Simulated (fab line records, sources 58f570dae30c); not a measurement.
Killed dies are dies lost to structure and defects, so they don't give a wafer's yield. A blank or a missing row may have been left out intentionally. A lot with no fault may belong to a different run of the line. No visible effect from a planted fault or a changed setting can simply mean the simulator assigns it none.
Split-lot trial | flow berkeleyCmos170 | 23 wafers read across 5 lots, on a route 331 steps long

## SPLIT DETAILS
At UCB170_PLDD_COAT_01 (resist thk 900 nm), the setting resistThkNm was moved away from the recipe's 900 nm on 9 of the 23 wafers read, by -4.8% to +4.1%. All remaining wafers had this setting at the recipe value.

The split's own step is where the reading is taken.

## THE READING
KrF_of_PLDD_COAT_01.thkNm (the simulator's own value, which no gauge read), in nm, at UCB170_PLDD_COAT_01 (resist thk 900 nm). No usual value for it is given in the file. The 14 wafers here that ran the recipe average 898.6 nm, standard deviation 1.7 nm.

wafer  | tool, chamber at the split | resistThkNm as run, nm | against the recipe | KrF_of_PLDD_COAT_01.thkNm, nm | against lot-mates on the recipe
L078.1 | lithoTrack-02, 0           | 937.1                  | +4.1%              | 935.2                         | +35.8
L078.2 | lithoTrack-02, 0           | 900                    | recipe             | 900.1                         | -
L078.3 | lithoTrack-02, 0           | 900                    | recipe             | 898.7                         | -
L078.4 | lithoTrack-02, 0           | 937.1                  | +4.1%              | 938.1                         | +38.7
L078.6 | lithoTrack-02, 0           | 937.1                  | +4.1%              | 935                           | +35.6
L079.2 | lithoTrack-04, 0           | 900                    | recipe             | 897.1                         | -
L079.3 | lithoTrack-04, 0           | 900                    | recipe             | 898                           | -
L079.6 | lithoTrack-04, 0           | 900                    | recipe             | 898.2                         | -
L081.1 | lithoTrack-04, 0           | 900                    | recipe             | 902.1                         | -
L081.2 | lithoTrack-04, 0           | 900                    | recipe             | 900.8                         | -
L081.3 | lithoTrack-04, 0           | 856.7                  | -4.8%              | 857.1                         | -44.4
L081.5 | lithoTrack-04, 0           | 856.7                  | -4.8%              | 858.3                         | -43.2
L081.6 | lithoTrack-04, 0           | 856.7                  | -4.8%              | 856                           | -45.5
L084.1 | lithoTrack-02, 0           | 876.3                  | -2.6%              | 874.5                         | -24.9
L084.4 | lithoTrack-02, 0           | 876.3                  | -2.6%              | 874.5                         | -24.9
L084.2 | lithoTrack-02, 0           | 876.3                  | -2.6%              | 872.2                         | -27.1
L084.5 | lithoTrack-02, 0           | 900                    | recipe             | 898.7                         | -
L084.6 | lithoTrack-02, 0           | 900                    | recipe             | 900                           | -
L085.1 | lithoTrack-03, 0           | 900                    | recipe             | 898                           | -
L085.2 | lithoTrack-03, 0           | 900                    | recipe             | 895                           | -
L085.3 | lithoTrack-03, 0           | 900                    | recipe             | 899.4                         | -
L085.4 | lithoTrack-03, 0           | 900                    | recipe             | 897.4                         | -
L085.6 | lithoTrack-03, 0           | 900                    | recipe             | 897.5                         | -

FIT RESULTS
A straight line over all 23 wafers: KrF_of_PLDD_COAT_01.thkNm changes by +8.92 nm for each +1% of resistThkNm; r = +1.00; the points scatter about the line by 1.8 nm.
The same after taking each lot's own level away (the mean of its wafers on the recipe; 23 wafers): +9.15 nm for each +1%; r = +1.00; scatter 1.3 nm.
Per that fit: largest resistThkNm move, reading shift of 44 nm.
The span of the lots' own levels, 897.46 to 901.45 nm, comes to 2.3 times the standard deviation stated above.
The two slopes are in agreement: the lot-to-lot level therefore moves the slope only a little.
Check: -44.4 nm against its lot-mates is what the line predicts for one of the wafers moved furthest among these (-4.8%) when that wafer is left out of the fit. It came out at -44.4 nm against them.

## THESE WAFERS: OTHER SPLITS
Other splits were also applied to these wafers ahead of the reading. Each is held against what the fit with the lots' levels taken away leaves over:
other split on the same wafers      | wafers away from the commonest value | r with KrF_of_PLDD_COAT_01.thkNm (lot level and that fit taken away)
UCB170_START_OXIDATION_02 oxTimeS   | 13                                   | -0.18
UCB170_NWELL_CVD_04 timeS           | 18                                   | +0.11
UCB170_NWELL_ETCH_13 overEtchFrac   | 5                                    | +0.27
UCB170_ACTIVE_CVD_05 pressureMtorr  | 15                                   | -0.03
UCB170_FIELD_OXIDATION_01 oxTimeS   | 10                                   | -0.18
UCB170_NVT_STRIP_08 overashFraction | 12                                   | +0.05
UCB170_PVT_DEVELOP_05 devTempC      | 10                                   | -0.16
UCB170_GATE_EXPOSE_09 doseMj        | 7                                    | +0.14

## THE WHOLE CHAIN: every reading that the file lists as answering this split, in the file's order
step                 | what it does      | reading                                                                    | change (the file's fit)              | r (the file's)
UCB170_PLDD_COAT_01  | resist thk 900 nm | KrF_of_PLDD_COAT_01.thkNm (the simulator's own value, which no gauge read) | +9.18 nm for each +1% of the setting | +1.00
UCB170_PLDD_STRIP_10 | strips in O2      | stripTimeToEndpointS                                                       | withheld for each +1% of the setting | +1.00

## FILE'S OWN FIT
KrF_of_PLDD_COAT_01.thkNm changes by +9.18 nm for each +1% of resistThkNm, r = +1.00.
